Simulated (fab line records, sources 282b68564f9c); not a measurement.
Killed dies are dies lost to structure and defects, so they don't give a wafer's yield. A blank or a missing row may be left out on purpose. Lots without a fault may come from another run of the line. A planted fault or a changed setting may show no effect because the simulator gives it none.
Split-lot experiment | flow rit_cmos | 5 lots, 23 wafers read, on a route of 202 steps

THE SPLIT
At RIT_ACTIVE_OXIDATION_01 (target thk 46.8 nm, ox time 3360 s), the setting temp_c was moved away from the recipe's 1000 C on 15 of the 23 wafers read, by -2.4% to +2.8%. The other wafers ran this setting at the recipe's value.

The file shows no step between the split and the reading.

THE READING
ACTIVE_OXIDE_THK, in nm, at RIT_ACTIVE_THK_MEAS_02. Fault-free wafers of this fab line usually give 46.6 nm, standard deviation 0.83 nm.

wafer  | tool, chamber at the split | temp_c as run, C | against the recipe | ACTIVE_OXIDE_THK, nm | against lot-mates on the recipe
L074.2 | furnace-04, 0              | 1000             | recipe             | 47.2                 | -
L074.4 | furnace-04, 0              | 1000             | recipe             | 47.3                 | -
L074.5 | furnace-04, 0              | 1000             | recipe             | 47.5                 | -
L077.1 | -, -                       | 977.4            | -2.3%              | 37.4                 | no lot-mate on the recipe
L077.2 | -, -                       | 977.4            | -2.3%              | 37.4                 | no lot-mate on the recipe
L077.3 | -, -                       | 977.4            | -2.3%              | 37.7                 | no lot-mate on the recipe
L077.4 | -, -                       | 977.4            | -2.3%              | 36.9                 | no lot-mate on the recipe
L077.6 | -, -                       | 977.4            | -2.3%              | 37.4                 | no lot-mate on the recipe
L079.1 | -, -                       | 975.5            | -2.4%              | 37.6                 | no lot-mate on the recipe
L079.2 | -, -                       | 975.5            | -2.4%              | 37.3                 | no lot-mate on the recipe
L079.4 | -, -                       | 975.5            | -2.4%              | 37.8                 | no lot-mate on the recipe
L079.5 | -, -                       | 975.5            | -2.4%              | 38.0                 | no lot-mate on the recipe
L079.6 | -, -                       | 975.5            | -2.4%              | 37.2                 | no lot-mate on the recipe
L081.1 | -, -                       | 1000             | recipe             | 45.6                 | -
L081.3 | -, -                       | 1000             | recipe             | 46.1                 | -
L081.4 | -, -                       | 1000             | recipe             | 47.0                 | -
L081.5 | -, -                       | 1000             | recipe             | 46.3                 | -
L081.6 | -, -                       | 1000             | recipe             | 46.6                 | -
L083.1 | -, -                       | 1028             | +2.8%              | 61.7                 | no lot-mate on the recipe
L083.2 | -, -                       | 1028             | +2.8%              | 62.1                 | no lot-mate on the recipe
L083.4 | -, -                       | 1028             | +2.8%              | 61.6                 | no lot-mate on the recipe
L083.5 | -, -                       | 1028             | +2.8%              | 61.9                 | no lot-mate on the recipe
L083.6 | -, -                       | 1028             | +2.8%              | 61.8                 | no lot-mate on the recipe

THE FIT
A straight line over all 23 wafers: ACTIVE_OXIDE_THK changes by +4.65 nm for each +1% of temp_c; r = +0.99; the points scatter about the line by 1.1 nm.
Too few moved wafers have a lot-mate on the recipe to fit a line with each lot's own level taken away.

THE WHOLE CHAIN: every reading that the file lists as answering this split, in the file's order
step                    | what it does                                                        | reading                                                                             | change (the file's fit)              | r (the file's)
RIT_ACTIVE_OXIDATION_01 | target thk 46.8 nm, ox time 3360 s                                  | SiO2_of_ACTIVE_OXIDATION_01.thk_nm (the simulator's own value, which no gauge read) | +4.65 nm for each +1% of the setting | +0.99
RIT_ACTIVE_THK_MEAS_02  |                                                                     | ACTIVE_OXIDE_THK                                                                    | +4.65 for each +1% of the setting    | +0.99
RIT_ACTIVE_ETCH_13      | etches Si3N4 in SF6, stops on SiO2, time 210 s, target depth 210 nm | SiO2_of_ACTIVE_OXIDATION_01.thk_nm (the simulator's own value, which no gauge read) | +4.49 nm for each +1% of the setting | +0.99
RIT_FOX2_WET_ETCH_03    | etches Si3N4 in H3PO4, target depth 195 nm, time 2700 s             | SiO2_of_ACTIVE_OXIDATION_01.thk_nm (the simulator's own value, which no gauge read) | +4 nm for each +1% of the setting    | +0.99
RIT_M1_PROBE_99         |                                                                     | etest.pplus_sal.width_nm (the simulator's own value, which no gauge read)           | -29.2 nm for each +1% of the setting | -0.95

THE FILE'S OWN FIT
ACTIVE_OXIDE_THK changes by +4.65 nm for each +1% of temp_c, r = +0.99.
